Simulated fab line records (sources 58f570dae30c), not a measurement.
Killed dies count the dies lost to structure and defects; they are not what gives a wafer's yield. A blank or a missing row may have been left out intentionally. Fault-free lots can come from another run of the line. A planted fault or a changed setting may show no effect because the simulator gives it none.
Which of the tools did it? / flow berkeley-cmos170 / Sampling: 14 lots, 42 wafers, 7 of 331 route steps

## WHAT EACH GAUGE READ, for each wafer
UCB170_PFIELD_TW_MEAS_09. Usual: PFIELD_TW 599, standard deviation 8.2.
lot=L412; measured=day 4 14:28; on=film-metro-03; PFIELD_TW=591 591 595; flag=
lot=L413; measured=day 4 14:44; on=film-metro-02; PFIELD_TW=594 594 595; flag=
lot=L411; measured=day 4 14:52; on=film-metro-01; PFIELD_TW=612 608 607; flag=
lot=L414; measured=day 5 09:11; on=film-metro-03; PFIELD_TW=586 590 586; flag=
lot=L415; measured=day 5 19:47; on=film-metro-03; PFIELD_TW=591 589 589; flag=
lot=L417; measured=day 5 21:54; on=film-metro-03; PFIELD_TW=591 592 587; flag=
lot=L419; measured=day 6 07:13; on=film-metro-01; PFIELD_TW=605 603 606; flag=
lot=L420; measured=day 6 16:06; on=film-metro-02; PFIELD_TW=596 597 595; flag=
lot=L423; measured=day 6 22:22; on=film-metro-03; PFIELD_TW=590 589 590; flag=
lot=L421; measured=day 6 23:34; on=film-metro-03; PFIELD_TW=587 587 584; flag=
lot=L424; measured=day 6 23:41; on=film-metro-01; PFIELD_TW=606 606 605; flag=
lot=L427; measured=day 7 23:27; on=film-metro-02; PFIELD_TW=594 601 596; flag=
lot=L429; measured=day 7 23:49; on=film-metro-01; PFIELD_TW=611 609 611; flag=
lot=L430; measured=day 8 11:49; on=film-metro-02; PFIELD_TW=600 602 596; flag=

UCB170_NSD_OVL_MEAS_07. Usual: NSD_OVL -3 nm, standard deviation 4.8.
lot=L412; measured=day 7 09:26; on=overlay-01; NSD_OVL (nm)=-1 0 -3; flag=
lot=L413; measured=day 7 09:10; on=overlay-02; NSD_OVL (nm)=-1 -1 -5; flag=
lot=L411; measured=day 7 07:05; on=overlay-01; NSD_OVL (nm)=6 0 -3; flag=
lot=L414; measured=day 7 15:21; on=overlay-02; NSD_OVL (nm)=-2 0 -7; flag=
lot=L415; measured=day 8 06:42; on=overlay-02; NSD_OVL (nm)=-6 -3 -6; flag=
lot=L417; measured=day 8 06:16; on=overlay-01; NSD_OVL (nm)=-9 1 -11; flag=
lot=L419; measured=day 8 15:22; on=overlay-01; NSD_OVL (nm)=-4 0 -12; flag=
lot=L420; measured=day 9 03:35; on=overlay-01; NSD_OVL (nm)=-1 -2 8; flag=
lot=L423; measured=day 9 03:19; on=overlay-02; NSD_OVL (nm)=1 -9 -5; flag=
lot=L421; measured=day 9 03:02; on=overlay-02; NSD_OVL (nm)=-5 6 -3; flag=
lot=L424; measured=day 9 02:46; on=overlay-01; NSD_OVL (nm)=-1 -2 -7; flag=
lot=L427; measured=day 10 08:26; on=overlay-01; NSD_OVL (nm)=-9 -6 7; flag=
lot=L429; measured=day 10 08:10; on=overlay-02; NSD_OVL (nm)=3 -6 -4; flag=
lot=L430; measured=day 10 18:32; on=overlay-01; NSD_OVL (nm)=12 -2 -2; flag=

UCB170_NSD_TW_MEAS_10. Usual: NSD_TW 4196, standard deviation 35.
lot=L412; measured=day 7 09:43; on=film-metro-04; NSD_TW=4176 4166 4171; flag=
lot=L413; measured=day 7 09:26; on=film-metro-01; NSD_TW=4229 4244 4233; flag=
lot=L411; measured=day 7 07:22; on=film-metro-01; NSD_TW=4235 4266 4256; flag=
lot=L414; measured=day 7 15:38; on=film-metro-02; NSD_TW=4168 4156 4159; flag=
lot=L415; measured=day 8 06:59; on=film-metro-01; NSD_TW=4253 4250 4276; flag=
lot=L417; measured=day 8 06:34; on=film-metro-04; NSD_TW=4147 4166 4155; flag=
lot=L419; measured=day 8 15:40; on=film-metro-02; NSD_TW=4179 4184 4174; flag=
lot=L420; measured=day 9 03:52; on=film-metro-04; NSD_TW=3914 3915 3933; flag=OFF
lot=L423; measured=day 9 03:37; on=film-metro-01; NSD_TW=4209 4217 4221; flag=
lot=L421; measured=day 9 03:19; on=film-metro-02; NSD_TW=4155 4140 4149; flag=
lot=L424; measured=day 9 03:04; on=film-metro-01; NSD_TW=3960 3944 3970; flag=OFF
lot=L427; measured=day 10 08:43; on=film-metro-01; NSD_TW=4197 4220 4244; flag=
lot=L429; measured=day 10 08:28; on=film-metro-01; NSD_TW=4200 4223 4203; flag=
lot=L430; measured=day 10 18:49; on=film-metro-01; NSD_TW=4212 4211 4205; flag=

UCB170_SDANNEAL_RS_MEAS_03: measures by four-point-probe. Usual: NSD_RS 37.28 ohm/sq, standard deviation 0.093.
lot=L412; measured=day 7 10:58; on=film-metro-04; NSD_RS (ohm/sq)=37.14 37.00 37.15; flag=
lot=L413; measured=day 7 10:41; on=film-metro-01; NSD_RS (ohm/sq)=37.28 37.31 37.26; flag=
lot=L411; measured=day 7 08:35; on=film-metro-04; NSD_RS (ohm/sq)=37.17 37.18 37.24; flag=
lot=L414; measured=day 7 16:52; on=film-metro-02; NSD_RS (ohm/sq)=37.36 37.44 37.34; flag=
lot=L415; measured=day 8 08:29; on=film-metro-02; NSD_RS (ohm/sq)=37.35 37.28 37.29; flag=
lot=L417; measured=day 8 08:10; on=film-metro-04; NSD_RS (ohm/sq)=37.37 37.35 37.23; flag=
lot=L419; measured=day 8 17:21; on=film-metro-02; NSD_RS (ohm/sq)=37.22 37.39 37.21; flag=
lot=L420; measured=day 9 05:47; on=film-metro-02; NSD_RS (ohm/sq)=51.21 50.88 51.16; flag=OFF
lot=L423; measured=day 9 05:28; on=film-metro-01; NSD_RS (ohm/sq)=37.36 37.29 37.27; flag=
lot=L421; measured=day 9 04:51; on=film-metro-04; NSD_RS (ohm/sq)=37.37 37.31 37.33; flag=
lot=L424; measured=day 9 04:23; on=film-metro-01; NSD_RS (ohm/sq)=51.05 50.98 51.04; flag=OFF
lot=L427; measured=day 10 10:16; on=film-metro-02; NSD_RS (ohm/sq)=37.21 37.30 37.33; flag=
lot=L429; measured=day 10 09:53; on=film-metro-01; NSD_RS (ohm/sq)=37.02 37.19 37.13; flag=
lot=L430; measured=day 10 20:13; on=film-metro-01; NSD_RS (ohm/sq)=37.12 37.24 37.18; flag=

## WHICH TOOL RAN EACH LOT (tool, then ch and the chambers of the sampled wafers, then the start)
lot=L412; UCB170_GATE_STRIP_16=plasma-asher-03 ch 0,1, day 6 16:58; UCB170_NSD_IMPLANT_08=implanter-02 ch 0, day 7 09:28; UCB170_NSD_STRIP_09=plasma-asher-04 ch 0,1, day 7 09:37
lot=L413; UCB170_GATE_STRIP_16=plasma-asher-02 ch 0,1, day 6 17:05; UCB170_NSD_IMPLANT_08=implanter-04 ch 0, day 7 09:11; UCB170_NSD_STRIP_09=plasma-asher-03 ch 0,1, day 7 09:20
lot=L411; UCB170_GATE_STRIP_16=plasma-asher-04 ch 0,1, day 6 16:41; UCB170_NSD_IMPLANT_08=implanter-04 ch 0, day 7 07:07; UCB170_NSD_STRIP_09=plasma-asher-02 ch 0,1, day 7 07:16
lot=L414; UCB170_GATE_STRIP_16=plasma-asher-03 ch 0,1, day 7 03:58; UCB170_NSD_IMPLANT_08=implanter-04 ch 0, day 7 15:24; UCB170_NSD_STRIP_09=plasma-asher-02 ch 0,1, day 7 15:32
lot=L415; UCB170_GATE_STRIP_16=plasma-asher-02 ch 0,1, day 7 17:38; UCB170_NSD_IMPLANT_08=implanter-01 ch 0, day 8 06:44; UCB170_NSD_STRIP_09=plasma-asher-04 ch 0,1, day 8 06:53
lot=L417; UCB170_GATE_STRIP_16=plasma-asher-03 ch 0,1, day 7 18:26; UCB170_NSD_IMPLANT_08=implanter-01 ch 0, day 8 06:21; UCB170_NSD_STRIP_09=plasma-asher-04 ch 0,1, day 8 06:29
lot=L419; UCB170_GATE_STRIP_16=plasma-asher-02 ch 1, day 8 01:58; UCB170_NSD_IMPLANT_08=implanter-01 ch 0, day 8 15:26; UCB170_NSD_STRIP_09=plasma-asher-02 ch 0,1, day 8 15:33
lot=L420; UCB170_GATE_STRIP_16=plasma-asher-03 ch 0,1, day 8 15:22; UCB170_NSD_IMPLANT_08=implanter-01 ch 0, day 9 03:37; UCB170_NSD_STRIP_09=plasma-asher-04 ch 0,1, day 9 03:46
lot=L423; UCB170_GATE_STRIP_16=plasma-asher-03 ch 1, day 8 14:53; UCB170_NSD_IMPLANT_08=implanter-04 ch 0, day 9 03:22; UCB170_NSD_STRIP_09=plasma-asher-02 ch 0,1, day 9 03:30
lot=L421; UCB170_GATE_STRIP_16=plasma-asher-02 ch 0,1, day 8 15:08; UCB170_NSD_IMPLANT_08=implanter-02 ch 0, day 9 03:04; UCB170_NSD_STRIP_09=plasma-asher-04 ch 0,1, day 9 03:13
lot=L424; UCB170_GATE_STRIP_16=plasma-asher-04 ch 1, day 8 14:46; UCB170_NSD_IMPLANT_08=implanter-01 ch 0, day 9 02:49; UCB170_NSD_STRIP_09=plasma-asher-03 ch 0,1, day 9 02:57
lot=L427; UCB170_GATE_STRIP_16=plasma-asher-03 ch 0, day 9 14:35; UCB170_NSD_IMPLANT_08=implanter-04 ch 0, day 10 08:28; UCB170_NSD_STRIP_09=plasma-asher-02 ch 0,1, day 10 08:37
lot=L429; UCB170_GATE_STRIP_16=plasma-asher-02 ch 0,1, day 9 14:43; UCB170_NSD_IMPLANT_08=implanter-04 ch 0, day 10 08:14; UCB170_NSD_STRIP_09=plasma-asher-02 ch 0,1, day 10 08:21
lot=L430; UCB170_GATE_STRIP_16=plasma-asher-03 ch 0,1, day 10 05:43; UCB170_NSD_IMPLANT_08=implanter-04 ch 0, day 10 18:34; UCB170_NSD_STRIP_09=plasma-asher-04 ch 0,1, day 10 18:43
- UCB170_GATE_STRIP_16: strips in O2.
- UCB170_NSD_IMPLANT_08
- UCB170_NSD_STRIP_09: strips in O2.

## WHAT THE TOOLS THEMSELVES READ (means of the sampled wafers that have a number; where no wafer has one, the mark that the record gives instead)
UCB170_GATE_STRIP_16. Usual: drypump-motor-current-A 5.6 A, standard deviation 0.43; oes-product-au 0.725 a.u., standard deviation 0.0048.
lot=L412; tool=plasma-asher-03; drypump-motor-current-A (A)=6.1; oes-product-au (a.u.)=0.721; flag=
lot=L413; tool=plasma-asher-02; drypump-motor-current-A (A)=5.6; oes-product-au (a.u.)=0.726; flag=
lot=L411; tool=plasma-asher-04; drypump-motor-current-A (A)=5.2; oes-product-au (a.u.)=0.724; flag=
lot=L414; tool=plasma-asher-03; drypump-motor-current-A (A)=6.1; oes-product-au (a.u.)=0.724; flag=
lot=L415; tool=plasma-asher-02; drypump-motor-current-A (A)=5.3; oes-product-au (a.u.)=0.727; flag=
lot=L417; tool=plasma-asher-03; drypump-motor-current-A (A)=6.1; oes-product-au (a.u.)=0.723; flag=
lot=L419; tool=plasma-asher-02; drypump-motor-current-A (A)=5.8; oes-product-au (a.u.)=0.724; flag=
lot=L420; tool=plasma-asher-03; drypump-motor-current-A (A)=6.1; oes-product-au (a.u.)=0.726; flag=
lot=L423; tool=plasma-asher-03; drypump-motor-current-A (A)=6.0; oes-product-au (a.u.)=0.725; flag=
lot=L421; tool=plasma-asher-02; drypump-motor-current-A (A)=5.3; oes-product-au (a.u.)=0.720; flag=
lot=L424; tool=plasma-asher-04; drypump-motor-current-A (A)=5.5; oes-product-au (a.u.)=0.722; flag=
lot=L427; tool=plasma-asher-03; drypump-motor-current-A (A)=6.1; oes-product-au (a.u.)=0.723; flag=
lot=L429; tool=plasma-asher-02; drypump-motor-current-A (A)=5.3; oes-product-au (a.u.)=0.724; flag=
lot=L430; tool=plasma-asher-03; drypump-motor-current-A (A)=6.1; oes-product-au (a.u.)=0.724; flag=

UCB170_NSD_IMPLANT_08. Usual: dose-ions-cm2 2.9998e+15, standard deviation 2.9e+12; end-station-pressure-torr 1.25e-05 Torr, standard deviation 6.8e-07; faraday-current-uA 9279, standard deviation 180.
lot=L412; tool=implanter-02; dose-ions-cm2=3.0036e+15; end-station-pressure-torr (Torr)=1.21e-05; faraday-current-uA=9362; flag=
lot=L413; tool=implanter-04; dose-ions-cm2=2.9988e+15; end-station-pressure-torr (Torr)=1.23e-05; faraday-current-uA=9493; flag=
lot=L411; tool=implanter-04; dose-ions-cm2=3.0004e+15; end-station-pressure-torr (Torr)=1.34e-05; faraday-current-uA=9414; flag=
lot=L414; tool=implanter-04; dose-ions-cm2=3.0002e+15; end-station-pressure-torr (Torr)=1.29e-05; faraday-current-uA=9300; flag=
lot=L415; tool=implanter-01; dose-ions-cm2=2.9976e+15; end-station-pressure-torr (Torr)=1.24e-05; faraday-current-uA=9124; flag=
lot=L417; tool=implanter-01; dose-ions-cm2=2.9989e+15; end-station-pressure-torr (Torr)=1.27e-05; faraday-current-uA=9103; flag=
lot=L419; tool=implanter-01; dose-ions-cm2=2.9991e+15; end-station-pressure-torr (Torr)=1.29e-05; faraday-current-uA=9241; flag=
lot=L420; tool=implanter-01; dose-ions-cm2=1.7730e+15; end-station-pressure-torr (Torr)=9.30e-06; faraday-current-uA=5541; flag=OFF
lot=L423; tool=implanter-04; dose-ions-cm2=2.9985e+15; end-station-pressure-torr (Torr)=1.30e-05; faraday-current-uA=9286; flag=
lot=L421; tool=implanter-02; dose-ions-cm2=3.0012e+15; end-station-pressure-torr (Torr)=1.28e-05; faraday-current-uA=9412; flag=
lot=L424; tool=implanter-01; dose-ions-cm2=1.7776e+15; end-station-pressure-torr (Torr)=9.33e-06; faraday-current-uA=5614; flag=OFF
lot=L427; tool=implanter-04; dose-ions-cm2=3.0013e+15; end-station-pressure-torr (Torr)=1.28e-05; faraday-current-uA=9262; flag=
lot=L429; tool=implanter-04; dose-ions-cm2=3.0009e+15; end-station-pressure-torr (Torr)=1.28e-05; faraday-current-uA=9291; flag=
lot=L430; tool=implanter-04; dose-ions-cm2=2.9988e+15; end-station-pressure-torr (Torr)=1.30e-05; faraday-current-uA=9166; flag=

UCB170_NSD_STRIP_09. Usual: drypump-motor-current-A 5.5 A, standard deviation 0.42; oes-product-au 0.534 a.u., standard deviation 0.0045; strip-time-to-endpoint-s 35.87 s, standard deviation 0.082.
lot=L412; tool=plasma-asher-04; drypump-motor-current-A (A)=5.3; oes-product-au (a.u.)=0.532; strip-time-to-endpoint-s (s)=35.98; flag=
lot=L413; tool=plasma-asher-03; drypump-motor-current-A (A)=6.1; oes-product-au (a.u.)=0.537; strip-time-to-endpoint-s (s)=35.87; flag=
lot=L411; tool=plasma-asher-02; drypump-motor-current-A (A)=5.3; oes-product-au (a.u.)=0.533; strip-time-to-endpoint-s (s)=35.91; flag=
lot=L414; tool=plasma-asher-02; drypump-motor-current-A (A)=5.6; oes-product-au (a.u.)=0.536; strip-time-to-endpoint-s (s)=35.84; flag=
lot=L415; tool=plasma-asher-04; drypump-motor-current-A (A)=5.4; oes-product-au (a.u.)=0.529; strip-time-to-endpoint-s (s)=35.95; flag=
lot=L417; tool=plasma-asher-04; drypump-motor-current-A (A)=5.3; oes-product-au (a.u.)=0.538; strip-time-to-endpoint-s (s)=35.95; flag=
lot=L419; tool=plasma-asher-02; drypump-motor-current-A (A)=5.3; oes-product-au (a.u.)=0.537; strip-time-to-endpoint-s (s)=36.02; flag=
lot=L420; tool=plasma-asher-04; drypump-motor-current-A (A)=5.2; oes-product-au (a.u.)=0.583; strip-time-to-endpoint-s (s)=31.05; flag=OFF
lot=L423; tool=plasma-asher-02; drypump-motor-current-A (A)=5.6; oes-product-au (a.u.)=0.534; strip-time-to-endpoint-s (s)=35.74; flag=
lot=L421; tool=plasma-asher-04; drypump-motor-current-A (A)=5.2; oes-product-au (a.u.)=0.534; strip-time-to-endpoint-s (s)=35.92; flag=
lot=L424; tool=plasma-asher-03; drypump-motor-current-A (A)=6.1; oes-product-au (a.u.)=0.575; strip-time-to-endpoint-s (s)=31.02; flag=OFF
lot=L427; tool=plasma-asher-02; drypump-motor-current-A (A)=5.5; oes-product-au (a.u.)=0.532; strip-time-to-endpoint-s (s)=35.89; flag=
lot=L429; tool=plasma-asher-02; drypump-motor-current-A (A)=5.3; oes-product-au (a.u.)=0.536; strip-time-to-endpoint-s (s)=35.92; flag=
lot=L430; tool=plasma-asher-04; drypump-motor-current-A (A)=5.2; oes-product-au (a.u.)=0.534; strip-time-to-endpoint-s (s)=35.89; flag=

## THE ANSWER, worked out from the rows above alone
Rule: take the mean of a lot's wafers that have a number; if it is more than 3 standard deviations from the usual mean, the lot is off. A lot without any number at a reading at which 4 lots or more have one is off too. Where the step has rows for the other lots, those lots are counted as sound. First the gauges in route order, then the tools' own readings, where a lot's mean is used as printed above. At the first step where some lot is off, the reading lying furthest off is the one used; lots without a number count as furthest.
Off: L420, L424, at UCB170_NSD_TW_MEAS_10 (NSD_TW).
If a tool, at a process step before that reading, ran all the lots that are off and no sound lot after the first of them, it fits. Not tried: the gauges at UCB170_NSD_TW_MEAS_10; whatever is off there is also off at UCB170_NSD_IMPLANT_08, on other tools, and gauge error can't account for it. One fits: UCB170_NSD_IMPLANT_08 on implanter-01. A fault onset in the window from L419 (day 8 15:26, its last sound lot) to L424 (day 9 02:49, its first lot off) fits.
The tool's own readings at UCB170_NSD_IMPLANT_08 bear it out: on the lots that are off they differ by more than 5 times the standard deviation of the sound lots' means. dose-ions-cm2 reads 1.7753e+15 there against 2.9999e+15 on the sound lots; end-station-pressure-torr reads 9.32e-06 Torr there against 1.28e-05 Torr on the sound lots; faraday-current-uA reads 5578 there against 9288 on the sound lots.

## WHAT THE SIMULATOR PUT IN
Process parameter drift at UCB170_NSD_IMPLANT_08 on implanter-01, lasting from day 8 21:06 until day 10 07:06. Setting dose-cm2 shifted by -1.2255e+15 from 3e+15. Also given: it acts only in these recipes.
Shown lots that were struck: L420, L424. The rule above reached the same finding.
